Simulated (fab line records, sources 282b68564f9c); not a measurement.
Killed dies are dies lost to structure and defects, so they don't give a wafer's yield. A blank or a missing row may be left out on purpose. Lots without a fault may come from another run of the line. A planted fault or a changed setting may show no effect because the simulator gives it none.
fab line records | flow rit_cmos
record lots=7 wafers=21 last_day=7
route steps=202 shown NWELL@36 PWELL@39
lots that met no fault: from a run of the same line without faults
start_h: hours from the record's first day to the start of the lot's first wafer shown | wait_h: hours since the lot's step before | " the same as in the row above | L1.1+2: a row that stands for several wafers | - no value, or no start given | * or withheld: withheld | < > ~ a bound
route shown NAME@n: a module of which the file shows steps, and the number in the route of the first | usual: mean/standard deviation of fault-free wafers | same: alike in all rows | chamber/n: place in a boat | sites: the reading at each site | _std_site: their standard deviation | _edge_site: outer sites' mean less inner sites' | radius_mm: how far each site lies from the wafer's centre | mask NAME#n: copy n | behind: the tool/chamber that last shaped the wafer | hold: why the lot was held/for how many hours/how that ended | device: the transistor (n, p or np) that didn't switch | end of line: the same wafers' tests at the end of the route | a step without rows: its recipe alone | killed: dies lost to structure and defects at the first sort, not the wafer's yield | map: a wafer's dies, x killed, . not, _ none there
set.NAME: the setting as run; set.NAME@STEP: as run at that earlier step | model.NAME: the simulator's own value behind a step, which no gauge read
lots at some steps of the route; a table a step, a row a wafer
services: from which hour (start_h, from the record's first day; less than 0 if before it) a tool's chamber was out of use, for how many hours, and why
## steps
# step RIT_NWELL_IMPLANT_08
# recipe species=P energy_kev=170 dose_cm2=5e+13 tilt_deg=7
# step RIT_NWELL_STRIP_09
# recipe chemistry=O2 time_s=180 resist=NOVOLAK platen_temp_c=withheld power_w=500 pressure_mtorr=4000 o2_flow_sccm=4000
# usual chamber_pressure_mTorr=4000/3.5 drypump_motor_current_A=5.23/0.24
# columns lot.wafer tool chamber start_h wait_h chamber_pressure_mTorr drypump_motor_current_A rf_hours_counter_h
L965.1 plasma_asher-04 0 31.48 0.1 4000 5.05 39
L965.4 " 1 " " 4002 4.92 -
L965.6 " 1 " " 4003 4.93 -
L971.2 plasma_asher-01 1 60.89 0.1 3998 5.50 40
L971.4 " 0 " " 4002 5.47 -
L971.6 " 0 " " 3999 5.47 -
L972.4 plasma_asher-01 0 67.12 0.1 3994 5.47 -
L972.5 " 0 " " 3995 5.48 -
L972.6 " 1 " " 4004 5.47 -
L973.2 plasma_asher-04 1 72.25 0.1 3996 4.93 43
L973.3 " 1 " " 4003 4.96 -
L973.6 " 1 " " 4003 4.96 -
L974.1 plasma_asher-02 1 77.52 0.1 3995 5.07 44
L974.2 " 0 " " 4000 5.51 44
L974.3 " 0 " " 4000 5.52 -
L983.1 plasma_asher-04 1 123.92 0.1 3996 4.95 48
L983.2 " 0 " " 4002 5.04 48
L983.3 " 1 " " 3998 4.94 -
L985.1 plasma_asher-04 0 134.56 0.1 4002 5.04 49
L985.4 " 0 " " 3999 5.03 -
L985.5 " 1 " " 3995 4.91 -
# step RIT_NWELL_TW_MEAS_10
# usual NWELL_TW=2160/18
# columns lot.wafer tool chamber start_h wait_h NWELL_TW
L965.1 film_metro-01 - 31.66 0.1 2185
L965.4 " - " " 2172
L965.6 " - " " 2165
L971.2 film_metro-04 - 61.07 0.1 2163
L971.4 " - " " 2173
L971.6 " - " " 2157
L972.4 film_metro-03 - 67.26 0.1 2125
L972.5 " - " " 2118
L972.6 " - " " 2119
L973.2 film_metro-01 - 72.44 0.1 2174
L973.3 " - " " 2175
L973.6 " - " " 2178
L974.1 film_metro-01 - 77.69 0.1 2173
L974.2 " - " " 2166
L974.3 " - " " 2177
L983.1 film_metro-03 - 124.10 0.1 2135
L983.2 " - " " 2139
L983.3 " - " " 2135
L985.1 film_metro-04 - 134.73 0.1 2153
L985.4 " - " " 2157
L985.5 " - " " 2157
# step RIT_PWELL_HMDS_00
# recipe prime_time_s=60 prime_temp_c=140
# step RIT_PWELL_COAT_01
# recipe resist=NOVOLAK spin_rpm=2000 resist_thk_nm=1300
# step RIT_PWELL_SOFTBAKE_02
# recipe resist=NOVOLAK temp_c=90 time_s=60
# step RIT_PWELL_EXPOSE_03
# recipe mask_id=M3 na=0.57 target_cd_nm=43700 dose_mj=250
# step RIT_PWELL_PEB_04
# recipe resist=NOVOLAK temp_c=withheld time_s=withheld
# step RIT_PWELL_DEVELOP_05
# recipe resist=NOVOLAK develop_time_s=68 dev_temp_c=23
# step RIT_PWELL_OVL_MEAS_06
# usual PWELL_OVL=0.5/1.3
# columns lot.wafer tool chamber start_h wait_h PWELL_OVL[nm]
L965.1 overlay-01 - 32.72 - -1.3
L965.4 " - " " -0.7
L965.6 " - " " 0.0
L971.2 overlay-01 - 62.01 - 0.9
L971.4 " - " " 3.1
L971.6 " - " " 2.5
L972.4 overlay-01 - 68.19 - 2.9
L972.5 " - " " 1.4
L972.6 " - " " 1.4
L973.2 overlay-01 - 73.50 - -0.9
L973.3 " - " " 1.2
L973.6 " - " " -0.1
L974.1 overlay-02 - 78.76 - 1.4
L974.2 " - " " 1.3
L974.3 " - " " 0.5
L983.1 overlay-01 - 125.16 - 0.0
L983.2 " - " " 1.8
L983.3 " - " " -0.1
L985.1 overlay-01 - 135.80 - 0.3
L985.4 " - " " -0.1
L985.5 " - " " -0.3
# step RIT_PWELL_HARDBAKE_07
# recipe resist=NOVOLAK temp_c=140 time_s=120
# step RIT_PWELL_IMPLANT_08
# recipe species=B energy_kev=170 dose_cm2=7e+13 tilt_deg=7
# step RIT_PWELL_STRIP_09
# recipe chemistry=O2 time_s=180 resist=NOVOLAK platen_temp_c=withheld power_w=500 pressure_mtorr=4000 o2_flow_sccm=4000
# usual chamber_pressure_mTorr=4000/3.7 drypump_motor_current_A=5.6/0.33
# columns lot.wafer tool chamber start_h wait_h chamber_pressure_mTorr drypump_motor_current_A rf_hours_counter_h model.NOVOLAK_of_PWELL_COAT_01.thk_nm
L965.1 plasma_asher-03 1 33.16 0.1 3995 5.7 25 0
L965.4 " 0 " " 3996 6.2 - 0
L965.6 " 0 " " 4005 6.2 - 0
L971.2 plasma_asher-01 0 62.44 0.1 3998 5.5 40 0
L971.4 " 0 " " 3999 5.5 - 0
L971.6 " 0 " " 4003 5.5 - 0
L972.4 plasma_asher-03 1 68.67 0.1 - - - 1133
L972.5 " 1 " " - - - 1134
L972.6 " 0 " " - - - 1136
L973.2 plasma_asher-01 0 73.93 0.1 - - - 1139
L973.3 " 0 " " - - - 1137
L973.6 " 1 " " - - - 1138
L974.1 plasma_asher-02 0 79.20 0.1 - - - 1138
L974.2 " 1 " " - - - 1137
L974.3 " 1 " " - - - 1137
L983.1 plasma_asher-02 0 125.60 0.1 3998 5.5 49 0
L983.2 " 1 " " 3996 5.1 49 0
L983.3 " 1 " " 4001 5.1 - 0
L985.1 plasma_asher-03 0 136.23 0.1 3997 6.2 36 0
L985.4 " 0 " " 4000 6.2 - 0
L985.5 " 0 " " 3997 6.2 - 0
# step RIT_PWELL_TW_MEAS_10
# usual PWELL_TW=958/8.6
# columns lot.wafer tool chamber start_h wait_h PWELL_TW
L965.1 film_metro-04 - 33.33 0.1 970
L965.4 " - " " 966
L965.6 " - " " 963
L971.2 film_metro-03 - 62.62 0.1 938
L971.4 " - " " 944
L971.6 " - " " 942
L972.4 film_metro-04 - 68.81 0.1 959
L972.5 " - " " 960
L972.6 " - " " 962
L973.2 film_metro-03 - 74.11 0.1 955
L973.3 " - " " 952
L973.6 " - " " 953
L974.1 film_metro-03 - 79.37 0.1 954
L974.2 " - " " 952
L974.3 " - " " 949
L983.1 film_metro-04 - 125.77 0.1 958
L983.2 " - " " 960
L983.3 " - " " 959
L985.1 film_metro-01 - 136.41 0.1 965
L985.4 " - " " 973
L985.5 " - " " 965
## services
# columns tool chamber start_h hours kind
plasma_asher-01 - 87.05 0.5 repair
plasma_asher-01 - 108.75 9.0 pm
plasma_asher-01 0 108.75 9.0 vent_cycle
plasma_asher-01 1 108.75 9.0 vent_cycle
plasma_asher-01 0 117.75 - clean
plasma_asher-01 1 117.75 - clean
plasma_asher-02 - 119.68 1.4 repair
## key
first_sign step=RIT_PWELL_STRIP_09 reading=tool_record direction=missing
effect none on later readings
model_effect step=RIT_PWELL_STRIP_09 value=NOVOLAK_of_PWELL_COAT_01.thk_nm without=0 struck=1137
met_at RIT_PWELL_STRIP_09
struck_wafers L972.4,L972.5,L972.6,L973.2,L973.3,L973.6,L974.1,L974.2,L974.3
later_rows_left_out L972.4,L972.5,L972.6,L973.2,L973.3,L973.6,L974.1,L974.2,L974.3
sort_left_out L972.4,L972.5,L972.6,L973.2,L973.3,L973.6,L974.1,L974.2,L974.3
tester_left_out L972,L973,L974
onset_between 62.44 68.67
fault kind=skipped_step_whole tool=plasma_asher-01,plasma_asher-02,plasma_asher-03 chamber=- onset_h=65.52 steps=RIT_PWELL_STRIP_09 scope=struck_lots_only
# tester_left_out: of these lots the tester's yield and bins aren't shown, on N5 and GAA mostly nor the transistor test; their killed dies are dies lost to structure and defects alone, not to doping, threshold or leakage, so they don't give the yield
# sort_left_out: the simulated sort isn't trusted on such a fault, so these wafers' sort isn't shown, and their yield isn't known
# later_rows_left_out: the simulator's readings of these wafers behind a module that went badly wrong aren't trusted and aren't shown, but for the sort
